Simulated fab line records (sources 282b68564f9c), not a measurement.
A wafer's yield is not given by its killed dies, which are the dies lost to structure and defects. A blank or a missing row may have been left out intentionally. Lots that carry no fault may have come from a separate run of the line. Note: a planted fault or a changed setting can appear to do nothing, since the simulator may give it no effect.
Which tool is to blame? :: flow rit_cmos :: 12 lots with 36 wafers sampled at 4 steps, on a route of 202 steps

== WHAT EACH GAUGE READ, for each wafer ==
RIT_ACTIVE_BOW_MEAS_00. Usual: INCOMING_BOW typically reads 1 um, with standard deviation 6.7.
lot: L446
measured: day 1 10:01
on: film_metro-03
INCOMING_BOW (um): 16 -5 11
flag: 

lot: L447
measured: day 1 15:00
on: film_metro-04
INCOMING_BOW (um): 1 3 -9
flag: 

lot: L448
measured: day 1 20:01
on: film_metro-02
INCOMING_BOW (um): -5 0 -5
flag: 

lot: L449
measured: day 2 01:01
on: film_metro-04
INCOMING_BOW (um): 5 -2 -5
flag: 

lot: L450
measured: day 2 06:00
on: film_metro-04
INCOMING_BOW (um): 3 4 2
flag: 

lot: L451
measured: day 2 11:00
on: film_metro-02
INCOMING_BOW (um): 15 -17 3
flag: 

lot: L455
measured: day 3 07:00
on: film_metro-02
INCOMING_BOW (um): -3 9 -8
flag: 

lot: L459
measured: day 4 03:01
on: film_metro-02
INCOMING_BOW (um): 6 -10 5
flag: 

lot: L460
measured: day 4 08:01
on: film_metro-03
INCOMING_BOW (um): -1 11 5
flag: 

lot: L462
measured: day 4 18:00
on: film_metro-02
INCOMING_BOW (um): -4 -4 0
flag: 

lot: L466
measured: day 5 14:00
on: film_metro-03
INCOMING_BOW (um): -3 9 -8
flag: 

lot: L468
measured: day 6 00:01
on: film_metro-04
INCOMING_BOW (um): 2 7 -11
flag: 

RIT_M1_OVL_MEAS_10. Usual: M1_OVL typically reads -0.3 nm, with standard deviation 1.3.
lot: L446
measured: day 3 12:35
on: overlay-02
M1_OVL (nm): -0.6 0.7 -0.6
flag: 

lot: L447
measured: day 3 16:22
on: overlay-02
M1_OVL (nm): -0.3 1.0 1.3
flag: 

lot: L448
measured: day 3 21:42
on: overlay-02
M1_OVL (nm): -1.8 -1.1 -2.1
flag: 

lot: L449
measured: day 4 01:23
on: overlay-01
M1_OVL (nm): 0.2 -0.8 -0.9
flag: 

lot: L450
measured: day 4 08:25
on: overlay-02
M1_OVL (nm): -0.5 -0.3 -1.1
flag: 

lot: L451
measured: day 4 13:40
on: overlay-01
M1_OVL (nm): 0.3 -1.0 -0.5
flag: 

lot: L455
measured: day 5 11:23
on: overlay-02
M1_OVL (nm): -2.5 -1.0 -0.8
flag: 

lot: L459
measured: day 6 01:41
on: overlay-02
M1_OVL (nm): -0.1 -0.2 -2.0
flag: 

lot: L460
measured: day 6 08:52
on: overlay-01
M1_OVL (nm): 1.9 1.5 0.7
flag: 

lot: L462
measured: day 6 16:16
on: overlay-01
M1_OVL (nm): -0.6 0.0 -0.5
flag: 

lot: L466
measured: day 7 12:01
on: overlay-01
M1_OVL (nm): -2.2 0.1 -2.6
flag: 

lot: L468
measured: day 8 01:16
on: overlay-01
M1_OVL (nm): 1.0 0.1 1.3
flag: 

== TOOL THAT RAN EACH LOT (tool first, then ch and the chambers of the sampled wafers, then the start) ==
lot: L446
RIT_PWELL_STRIP_09: plasma_asher-02 ch 0,1, day 2 02:28
RIT_PSD_DEVELOP_05: litho_track-02 ch 0, day 3 06:00

lot: L447
RIT_PWELL_STRIP_09: plasma_asher-02 ch 0,1, day 2 06:19
RIT_PSD_DEVELOP_05: litho_track-02 ch 0, day 3 10:00

lot: L448
RIT_PWELL_STRIP_09: plasma_asher-01 ch 0,1, day 2 10:43
RIT_PSD_DEVELOP_05: litho_track-04 ch 0, day 3 15:00

lot: L449
RIT_PWELL_STRIP_09: plasma_asher-02 ch 0,1, day 2 16:34
RIT_PSD_DEVELOP_05: litho_track-04 ch 0, day 3 18:00

lot: L450
RIT_PWELL_STRIP_09: plasma_asher-03 ch 0,1, day 2 20:55
RIT_PSD_DEVELOP_05: litho_track-01 ch 0, day 4 02:00

lot: L451
RIT_PWELL_STRIP_09: plasma_asher-01 ch 0,1, day 3 00:53
RIT_PSD_DEVELOP_05: litho_track-04 ch 0, day 4 07:00

lot: L455
RIT_PWELL_STRIP_09: plasma_asher-01 ch 0,1, day 3 23:52
RIT_PSD_DEVELOP_05: litho_track-01 ch 0, day 5 05:00

lot: L459
RIT_PWELL_STRIP_09: plasma_asher-03 ch 0,1, day 4 15:56
RIT_PSD_DEVELOP_05: litho_track-01 ch 0, day 5 19:00

lot: L460
RIT_PWELL_STRIP_09: plasma_asher-03 ch 0,1, day 4 21:47
RIT_PSD_DEVELOP_05: litho_track-02 ch 0, day 6 02:00

lot: L462
RIT_PWELL_STRIP_09: plasma_asher-03 ch 0, day 5 08:37
RIT_PSD_DEVELOP_05: litho_track-04 ch 0, day 6 10:00

lot: L466
RIT_PWELL_STRIP_09: plasma_asher-02 ch 0,1, day 6 02:23
RIT_PSD_DEVELOP_05: litho_track-04 ch 0, day 7 06:00

lot: L468
RIT_PWELL_STRIP_09: plasma_asher-03 ch 0, day 6 13:52
RIT_PSD_DEVELOP_05: litho_track-02 ch 0, day 7 19:00
- RIT_PWELL_STRIP_09: strips in O2, time 180 s.
- RIT_PSD_DEVELOP_05: develop time 50 s.

== WHAT THE TOOLS THEMSELVES READ (means of the sampled wafers that have a number; where no wafer has one, the mark that the record gives instead) ==
RIT_PWELL_STRIP_09. Usual: 5.34 A for drypump_motor_current_A, sd 0.25.
lot: L446
tool: plasma_asher-02
drypump_motor_current_A (A): 5.54
flag: 

lot: L447
tool: plasma_asher-02
drypump_motor_current_A (A): 5.48
flag: 

lot: L448
tool: plasma_asher-01
drypump_motor_current_A (A): 5.57
flag: 

lot: L449
tool: plasma_asher-02
drypump_motor_current_A (A): 5.53
flag: 

lot: L450
tool: plasma_asher-03
drypump_motor_current_A (A): 5.14
flag: 

lot: L451
tool: plasma_asher-01
drypump_motor_current_A (A): 5.58
flag: 

lot: L455
tool: plasma_asher-01
drypump_motor_current_A (A): 5.59
flag: 

lot: L459
tool: plasma_asher-03
drypump_motor_current_A (A): 5.16
flag: 

lot: L460
tool: plasma_asher-03
drypump_motor_current_A (A): 5.15
flag: 

lot: L462
tool: plasma_asher-03
drypump_motor_current_A (A): 5.16
flag: 

lot: L466
tool: plasma_asher-02
drypump_motor_current_A (A): 5.49
flag: 

lot: L468
tool: plasma_asher-03
drypump_motor_current_A (A): 5.16
flag: 

RIT_PSD_DEVELOP_05. Usual: 23.01 C for developer_temp_C, sd 0.12.
lot: L446
tool: litho_track-02
developer_temp_C (C): 23.00
flag: 

lot: L447
tool: litho_track-02
developer_temp_C (C): 23.03
flag: 

lot: L448
tool: litho_track-04
developer_temp_C (C): 23.00
flag: 

lot: L449
tool: litho_track-04
developer_temp_C (C): 23.08
flag: 

lot: L450
tool: litho_track-01
developer_temp_C (C): 22.88
flag: 

lot: L451
tool: litho_track-04
developer_temp_C (C): 23.07
flag: 

lot: L455
tool: litho_track-01
developer_temp_C (C): 23.91
flag: OFF

lot: L459
tool: litho_track-01
developer_temp_C (C): 23.90
flag: OFF

lot: L460
tool: litho_track-02
developer_temp_C (C): 23.20
flag: 

lot: L462
tool: litho_track-04
developer_temp_C (C): 23.11
flag: 

lot: L466
tool: litho_track-04
developer_temp_C (C): 22.89
flag: 

lot: L468
tool: litho_track-02
developer_temp_C (C): 22.91
flag: 

== THE ANSWER, worked out from the rows above alone ==
Rule: lot off if the mean of its wafers having a number is beyond 3 standard deviations from the usual mean. Also off: a lot with no number at a reading for which 4 or more lots have one. Where the step has rows for the other lots, those lots are counted as sound. The gauges are gone through in route order, then the tools' own readings, and for those a lot's mean is taken as printed above. At the first step where some lot is off, the reading lying furthest off is the one used; lots without a number count as furthest.
Off: L455, L459, at RIT_PSD_DEVELOP_05 (developer_temp_C).
A tool fits if, at that step or a process step before it, it ran every lot that is off, and no sound lot after the first of them. One candidate fits, namely litho_track-01 at RIT_PSD_DEVELOP_05. A fault onset in the window from L450 (day 4 02:00, its last sound lot) to L455 (day 5 05:00, its first lot off) fits.
The tool's own readings at RIT_PSD_DEVELOP_05 bear it out: on the lots that are off they differ by more than 5 times the standard deviation of the sound lots' means. developer_temp_C reads 23.91 C there against 23.02 C on the sound lots.

== WHAT THE SIMULATOR HAD PUT IN ==
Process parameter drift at RIT_PSD_DEVELOP_05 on litho_track-01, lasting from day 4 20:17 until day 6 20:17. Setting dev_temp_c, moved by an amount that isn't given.
Shown lots that were struck: L455, L459. The rule above reached the same finding.
